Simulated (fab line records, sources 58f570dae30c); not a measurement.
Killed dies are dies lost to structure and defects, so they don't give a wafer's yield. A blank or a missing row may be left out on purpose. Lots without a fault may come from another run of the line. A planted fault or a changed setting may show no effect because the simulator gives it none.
Which tool did it? | flow berkeley_cmos170 | 24 lots, 72 wafers sampled, at 6 steps of a route of 331

WHAT THE GAUGES READ, wafer by wafer
UCB170_START_BOW_MEAS_00.
lot  | measured    | on            | INCOMING_BOW (um)
L074 | day 1 10:00 | film_metro-02 | 13 8 3
L075 | day 1 15:01 | film_metro-03 | 4 -13 -9
L076 | day 1 20:00 | film_metro-03 | -8 -16 -4
L077 | day 2 01:02 | film_metro-02 | -7 -5 -8
L078 | day 2 06:00 | film_metro-02 | -4 1 -8
L079 | day 2 11:00 | film_metro-02 | 6 -3 10
L080 | day 2 16:04 | film_metro-02 | 7 -1 11
L081 | day 2 21:00 | film_metro-02 | -1 6 -9
L082 | day 3 02:00 | film_metro-02 | -5 7 1
L083 | day 3 07:04 | film_metro-01 | 1 5 -5
L084 | day 3 12:00 | film_metro-02 | 9 13 8
L085 | day 3 17:01 | film_metro-02 | 6 -6 -3
L086 | day 3 22:01 | film_metro-01 | -1 -15 10
L087 | day 4 03:01 | film_metro-03 | 5 1 8
L088 | day 4 08:00 | film_metro-01 | -9 -4 -3
L089 | day 4 13:00 | film_metro-02 | -11 11 10
L090 | day 4 18:00 | film_metro-01 | 7 0 5
L091 | day 4 23:00 | film_metro-03 | -2 2 -2
L092 | day 5 04:00 | film_metro-03 | 7 -10 4
L093 | day 5 09:00 | film_metro-03 | -3 1 2
L094 | day 5 14:02 | film_metro-01 | -5 -5 -1
L095 | day 5 19:00 | film_metro-02 | 3 2 -3
L096 | day 6 00:01 | film_metro-01 | -1 7 14
L097 | day 6 05:04 | film_metro-02 | -4 10 2

UCB170_ACTIVE_THK_MEAS_06.
lot  | measured    | on            | ACTIVE_NITRIDE_THK (nm)
L074 | day 4 03:44 | film_metro-03 | 215.7 215.9 216.3
L075 | day 4 15:28 | film_metro-01 | 219.1 220.7 220.9
L076 | day 4 15:27 | film_metro-02 | 217.4 217.0 216.0
L077 | day 4 15:28 | film_metro-03 | 217.1 218.4 220.0
L078 | day 5 01:28 | film_metro-02 | 218.7 219.0 218.8
L079 | day 5 11:09 | film_metro-01 | 224.5 224.4 224.6
L080 | day 5 01:29 | film_metro-03 | 217.1 217.4 217.2
L081 | day 5 11:09 | film_metro-02 | 218.7 220.4 219.5
L082 | day 5 20:08 | film_metro-01 | 218.3 218.6 218.2
L083 | day 5 20:10 | film_metro-03 | 218.8 218.9 220.2
L084 | day 6 03:10 | film_metro-01 | 219.5 222.6 222.1
L085 | day 6 05:05 | film_metro-03 | 216.8 219.6 219.5
L086 | day 6 05:05 | film_metro-01 | 221.3 218.2 220.3
L087 | day 6 21:52 | film_metro-03 | 217.4 217.6 219.4
L088 | day 7 08:29 | film_metro-03 | 224.8 225.8 225.1
L089 | day 7 08:32 | film_metro-03 | 219.1 220.1 220.7
L090 | day 7 08:29 | film_metro-01 | 222.7 221.9 223.8
L091 | day 7 15:25 | film_metro-02 | 225.2 222.8 222.4
L092 | day 7 15:25 | film_metro-01 | 218.1 218.3 220.5
L093 | day 8 07:08 | film_metro-02 | 219.9 219.0 219.7
L094 | day 8 07:10 | film_metro-03 | 222.6 223.2 223.2
L095 | day 8 15:01 | film_metro-01 | 219.8 221.5 219.8
L096 | day 8 20:33 | film_metro-02 | 220.2 220.2 221.4
L097 | day 9 02:07 | film_metro-03 | 219.9 221.1 219.8

UCB170_PFIELD_OVL_MEAS_06.
lot  | measured    | on         | PFIELD_OVL (nm)
L074 | day 4 07:52 | overlay-02 | -6 1 -5
L075 | day 4 18:08 | overlay-01 | -5 -7 -7
L076 | day 4 18:52 | overlay-02 | 1 -1 1
L077 | day 4 18:41 | overlay-01 | 7 1 -2
L078 | day 5 05:58 | overlay-02 | -13 -9 -8
L079 | day 5 13:59 | overlay-01 | -1 -6 3
L080 | day 5 06:16 | overlay-02 | 3 -2 -4
L081 | day 5 14:20 | overlay-02 | -3 -3 -1
L082 | day 5 23:53 | overlay-02 | 4 -6 2
L083 | day 6 00:21 | overlay-02 | -5 -6 -3
L084 | day 6 09:55 | overlay-02 | -4 -3 -3
L085 | day 6 11:47 | overlay-02 | -2 5 -5
L086 | day 6 11:28 | overlay-02 | -6 7 -3
L087 | day 7 00:31 | overlay-02 | -8 -7 -12
L088 | day 7 11:31 | overlay-01 | 6 7 3
L089 | day 7 11:52 | overlay-01 | 2 -5 3
L090 | day 7 11:37 | overlay-01 | -6 -11 -4
L091 | day 7 18:50 | overlay-02 | 4 2 1
L092 | day 7 19:16 | overlay-02 | 5 6 -2
L093 | day 8 12:44 | overlay-01 | 0 2 5
L094 | day 8 12:28 | overlay-02 | 0 -1 -7
L095 | day 8 19:52 | overlay-02 | -4 2 3
L096 | day 8 23:29 | overlay-01 | 4 1 -3
L097 | day 9 06:04 | overlay-02 | -2 -9 3

UCB170_V2_CD_MEAS_12: target cd 700 nm.
lot  | measured     | on        | cd_nm (nm)
L074 | day 7 11:54  | cd_sem-02 | 700.4 701.1 700.1
L075 | day 7 17:48  | cd_sem-02 | 698.3 697.3 698.7
L076 | day 7 18:43  | cd_sem-02 | 699.8 700.1 700.7
L077 | day 7 19:19  | cd_sem-02 | 696.2 698.2 699.3
L078 | day 8 17:55  | cd_sem-01 | 701.6 701.5 701.8
L079 | day 9 03:10  | cd_sem-02 | 700.3 700.4 700.6
L080 | day 8 18:15  | cd_sem-02 | 698.5 700.4 700.6
L081 | day 9 03:53  | cd_sem-01 | 698.0 697.5 698.2
L082 | day 9 06:41  | cd_sem-02 | 702.8 702.0 701.6
L083 | day 9 06:52  | cd_sem-02 | 700.2 700.5 699.8
L084 | day 10 00:15 | cd_sem-02 | 701.6 701.0 699.2
L085 | day 9 23:58  | cd_sem-01 | 699.6 700.5 700.1
L086 | day 9 23:22  | cd_sem-01 | 699.6 699.9 699.8
L087 | day 10 10:16 | cd_sem-02 | 698.7 698.3 699.5
L088 | day 10 18:32 | cd_sem-01 | 700.8 700.6 701.7
L089 | day 10 18:49 | cd_sem-02 | 700.1 701.2 701.3
L090 | day 11 00:43 | cd_sem-01 | 701.4 701.0 702.5
L091 | day 11 05:26 | cd_sem-02 | 700.1 700.2 700.3
L092 | day 11 05:08 | cd_sem-01 | 698.9 700.2 698.6
L093 | day 11 17:27 | cd_sem-02 | 700.2 700.1 700.0
L094 | day 11 17:17 | cd_sem-01 | 697.7 697.8 698.3
L095 | day 12 01:14 | cd_sem-01 | 698.7 699.5 699.5
L096 | day 12 00:53 | cd_sem-01 | 700.7 700.8 701.0
L097 | day 12 13:48 | cd_sem-02 | 699.2 699.6 700.7

UCB170_M3_BOW_MEAS_20.
lot  | measured     | on            | M3_BOW (um)
L074 | day 7 15:09  | film_metro-01 | 45 41 36
L075 | day 7 22:20  | film_metro-02 | 36 21 24
L076 | day 7 22:52  | film_metro-02 | 31 24 34
L077 | day 7 23:14  | film_metro-02 | 29 29 27
L078 | day 8 21:44  | film_metro-02 | 29 33 25
L079 | day 9 06:55  | film_metro-01 | 42 33 46
L080 | day 8 22:02  | film_metro-03 | 44 35 46
L081 | day 9 07:35  | film_metro-01 | 38 44 30
L082 | day 9 11:09  | film_metro-02 | 29 41 35
L083 | day 9 11:31  | film_metro-03 | 33 37 27
L084 | day 10 04:11 | film_metro-03 | 42 45 39
L085 | day 10 03:56 | film_metro-03 | 44 35 37
L086 | day 10 03:34 | film_metro-01 | 30 16 40
L087 | day 10 13:28 | film_metro-03 | 35 32 39
L088 | day 10 22:21 | film_metro-01 | 21 25 25
L089 | day 10 22:35 | film_metro-02 | 25 46 45
L090 | day 11 04:07 | film_metro-01 | 43 37 42
L091 | day 11 08:46 | film_metro-03 | 31 36 30
L092 | day 11 08:43 | film_metro-01 | 36 19 34
L093 | day 11 21:23 | film_metro-02 | 31 35 35
L094 | day 11 21:04 | film_metro-01 | 25 25 29
L095 | day 12 04:37 | film_metro-01 | 38 35 31
L096 | day 12 04:31 | film_metro-01 | 30 38 45
L097 | day 12 16:59 | film_metro-03 | 34 48 40

WHICH TOOL RAN EACH LOT (tool, then ch and the chambers of the sampled wafers, then the start)
lot  | UCB170_V2_CVD_00
L074 | pecvd-04 ch 0,1,2, day 7 10:02
L075 | pecvd-04 ch 0,2, day 7 15:46
L076 | pecvd-03 ch 0,2, day 7 16:11
L077 | pecvd-01 ch 1,2, day 7 16:28
L078 | pecvd-03 ch 0,1,2, day 8 16:05
L079 | pecvd-03 ch 0,1, day 9 00:57
L080 | pecvd-04 ch 0,1,2, day 8 16:26
L081 | pecvd-04 ch 0,1,2, day 9 01:14
L082 | pecvd-01 ch 0,1,2, day 9 04:37
L083 | pecvd-03 ch 0,1,2, day 9 04:55
L084 | pecvd-03 ch 0,1, day 9 22:22
L085 | pecvd-01 ch 1,2, day 9 22:07
L086 | pecvd-04 ch 0,1, day 9 21:31
L087 | pecvd-04 ch 0,1,2, day 10 08:25
L088 | pecvd-01 ch 0,1,2, day 10 16:02
L089 | pecvd-03 ch 1,2, day 10 16:35
L090 | pecvd-03 ch 0,1,2, day 10 22:43
L091 | pecvd-04 ch 0,1,2, day 11 03:21
L092 | pecvd-01 ch 0,1, day 11 03:17
L093 | pecvd-01 ch 0,2, day 11 14:31
L094 | pecvd-04 ch 0,1, day 11 13:59
L095 | pecvd-01 ch 0,1,2, day 11 23:22
L096 | pecvd-03 ch 0,2, day 11 23:02
L097 | pecvd-03 ch 0,1,2, day 12 11:47
- UCB170_V2_CVD_00: deposits SiO2 from TEOS/O2, target thk 2000 nm, time 250 s.

WHAT THE TOOLS THEMSELVES READ (means of the sampled wafers that have a number; where no wafer has one, the mark that the record gives instead)
UCB170_V2_CVD_00.
lot  | tool     | heater_power_w (W)
L074 | pecvd-04 | 237
L075 | pecvd-04 | 219
L076 | pecvd-03 | 194
L077 | pecvd-01 | 220
L078 | pecvd-03 | 181
L079 | pecvd-03 | 211
L080 | pecvd-04 | 179
L081 | pecvd-04 | 217
L082 | pecvd-01 | 223
L083 | pecvd-03 | 191
L084 | pecvd-03 | 241
L085 | pecvd-01 | 206
L086 | pecvd-04 | 224
L087 | pecvd-04 | 233
L088 | pecvd-01 | 239
L089 | pecvd-03 | 228
L090 | pecvd-03 | 231
L091 | pecvd-04 | 234
L092 | pecvd-01 | 245
L093 | pecvd-01 | 221
L094 | pecvd-04 | 272
L095 | pecvd-01 | 216
L096 | pecvd-03 | 224
L097 | pecvd-03 | 212

THE ANSWER, worked out from the rows above alone
Rule: what is usual is taken from the lots themselves. Put in order of their means at a reading, lots are off if they are a third of the lots or fewer, leave a main group of 4 or more, and stand apart from it by a gap of 3 or more times the standard deviation of the main group's means; of several such gaps the widest counts. A main group whose means are all the same, to the digits that the tables above print for the reading, isn't used. A lot without any number at a reading at which 4 lots or more have one is off too. The other lots that the step has rows for count as sound. The gauges are gone through in route order, then the tools' own readings, and for those a lot's mean is taken as printed above. The first step at which some lot is off is used, and at that step the reading that is off furthest; a lot without a number counts as furthest.
No lot is off at any reading shown: from this, nothing can be told.

WHAT THE SIMULATOR HAD PUT IN
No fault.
